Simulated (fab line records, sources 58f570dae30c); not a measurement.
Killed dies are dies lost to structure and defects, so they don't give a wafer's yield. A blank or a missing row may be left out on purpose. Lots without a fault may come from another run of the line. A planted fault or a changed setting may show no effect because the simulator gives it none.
Tool commonality check | flow berkeley_cmos170 | 14 lots, 48 wafers sampled

WHY IT WAS OPENED
At UCB170_NLDD_TW_MEAS_11 the reading NLDD_TW is flagged on 2 of 14 lots. Wafers without a fault read 2212, standard deviation 12.
Rule: a lot is flagged when every wafer of it that has a number lies more than 4 standard deviations from that mean, or none has a number. The other lots count as sound.

lot  | measured     | on            | NLDD_TW, wafer by wafer       | flag
L787 | day 6 14:36  | film_metro-03 | 2225 2222 2223                |
L791 | day 7 02:57  | film_metro-01 | 2213 2213 2203                |
L788 | day 7 03:40  | film_metro-01 | 2215 2223 2216                |
L790 | day 7 03:56  | film_metro-03 | 2203 2211 2209                |
L796 | day 8 02:44  | film_metro-04 | 2207 2208 2206                |
L797 | day 8 02:59  | film_metro-03 | 2208 2198 2203                |
L794 | day 8 03:13  | film_metro-01 | 2223 2233 2228                |
L795 | day 8 03:28  | film_metro-03 | 2212 2203 2216                |
L799 | day 8 23:56  | film_metro-04 | 2204 2200 2208                |
L803 | day 9 16:25  | film_metro-04 | 2328 2344 2336 2326 2324 2342 | FLAGGED
L805 | day 10 06:58 | film_metro-04 | 2318 2318 2322 2311 2317 2307 | FLAGGED
L807 | day 10 12:16 | film_metro-04 | 2196 2199 2195                |
L806 | day 10 12:31 | film_metro-01 | 2220 2221 2235                |
L808 | day 10 21:46 | film_metro-04 | 2190 2188 2196                |
The numbers of the flagged lots are 2324 on average: +112 against the usual, or +9 standard deviations.

WHICH TOOL RAN EACH LOT
The record holds 2 process steps before the reading, out of a route of 331 steps. In each cell: the tool, then ch and the chambers that the sampled wafers went through, then the start.
lot  | flag    | UCB170_GATE_ETCH_15              | UCB170_NLDD_IMPLANT_09
L787 |         | rie_si-01 ch 1,2, day 6 09:20    | implanter-04 ch 0, day 6 14:21
L791 |         | rie_si-01 ch 1,2,3, day 6 22:40  | implanter-02 ch 0, day 7 02:42
L788 |         | rie_si-02 ch 0,2, day 6 22:56    | implanter-01 ch 0, day 7 03:26
L790 |         | rie_si-01 ch 0,1,2, day 6 23:12  | implanter-04 ch 0, day 7 03:43
L796 |         | rie_si-01 ch 1,2, day 7 22:43    | implanter-02 ch 0, day 8 02:29
L797 |         | rie_si-02 ch 0,1,2, day 7 22:58  | implanter-04 ch 0, day 8 02:46
L794 |         | rie_si-01 ch 0,1,2, day 7 22:59  | implanter-01 ch 0, day 8 02:58
L795 |         | rie_si-02 ch 0,2,3, day 7 23:14  | implanter-02 ch 0, day 8 03:13
L799 |         | rie_si-02 ch 0,1,3, day 8 19:42  | implanter-01 ch 0, day 8 23:41
L803 | FLAGGED | rie_si-02 ch 1,2, day 9 11:51    | implanter-04 ch 0, day 9 16:11
L805 | FLAGGED | rie_si-02 ch 1,2, day 10 02:40   | implanter-04 ch 0, day 10 06:43
L807 |         | rie_si-01 ch 0,1,2, day 10 08:25 | implanter-01 ch 0, day 10 12:01
L806 |         | rie_si-02 ch 1,2, day 10 08:32   | implanter-02 ch 0, day 10 12:16
L808 |         | rie_si-01 ch 2,3, day 10 17:57   | implanter-02 ch 0, day 10 21:31
What these steps do:
- UCB170_GATE_ETCH_15: etches poly-Si in HBr/Cl2, stops on SiO2, time 56.3 s, target depth 278.2 nm.
- UCB170_NLDD_IMPLANT_09
- UCB170_NLDD_TW_MEAS_11

FLAGGED OVER TOTAL, TOOL BY TOOL (the gauges that took the reading come last)
step                   | tool          | lots run | flagged | share of the flagged lots | sound lots run after its first flagged lot
UCB170_GATE_ETCH_15    | rie_si-01     | 7        | 0       | none                      | -
UCB170_GATE_ETCH_15    | rie_si-02     | 7        | 2       | all                       | 1 (L806)
UCB170_NLDD_IMPLANT_09 | implanter-01  | 4        | 0       | none                      | -
UCB170_NLDD_IMPLANT_09 | implanter-02  | 5        | 0       | none                      | -
UCB170_NLDD_IMPLANT_09 | implanter-04  | 5        | 2       | all                       | 0
UCB170_NLDD_TW_MEAS_11 | film_metro-01 | 4        | 0       | none                      | -
UCB170_NLDD_TW_MEAS_11 | film_metro-03 | 4        | 0       | none                      | -
UCB170_NLDD_TW_MEAS_11 | film_metro-04 | 6        | 2       | all                       | 2 (L807,L808)

WHAT THE TABLE ALLOWS
3 rows of the table ran every flagged lot: rie_si-02 at UCB170_GATE_ETCH_15, implanter-04 at UCB170_NLDD_IMPLANT_09, film_metro-04 at UCB170_NLDD_TW_MEAS_11.
- rie_si-02 at UCB170_GATE_ETCH_15: 2 of its 7 lots flagged. Sound lots ran on it after the first flagged one (L806), which a lasting fault on the whole tool wouldn't allow.
- implanter-04 at UCB170_NLDD_IMPLANT_09: 2 of its 5 lots flagged. Its last sound lot is L797 (day 8 02:46), its first flagged lot L803 (day 9 16:11): a fault that began between those two fits. Its own readings lie more than 4 standard deviations out on every wafer of the flagged lots: dose_ions_cm2, faraday_current_uA.
- film_metro-04 at UCB170_NLDD_TW_MEAS_11: 2 of its 6 lots flagged. Sound lots ran on it after the first flagged one (L807, L808), which a lasting fault on the whole tool wouldn't allow.
One tool is left: implanter-04 at UCB170_NLDD_IMPLANT_09.

WHAT THE SIMULATOR HAD PUT IN
Process parameter drift: implanter-04, from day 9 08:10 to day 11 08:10, at UCB170_NLDD_IMPLANT_09. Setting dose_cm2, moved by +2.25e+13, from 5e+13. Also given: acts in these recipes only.
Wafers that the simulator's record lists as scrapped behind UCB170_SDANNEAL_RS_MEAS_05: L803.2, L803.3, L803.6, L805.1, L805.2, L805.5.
Lots struck among those shown: L803, L805. The rule above found the same.
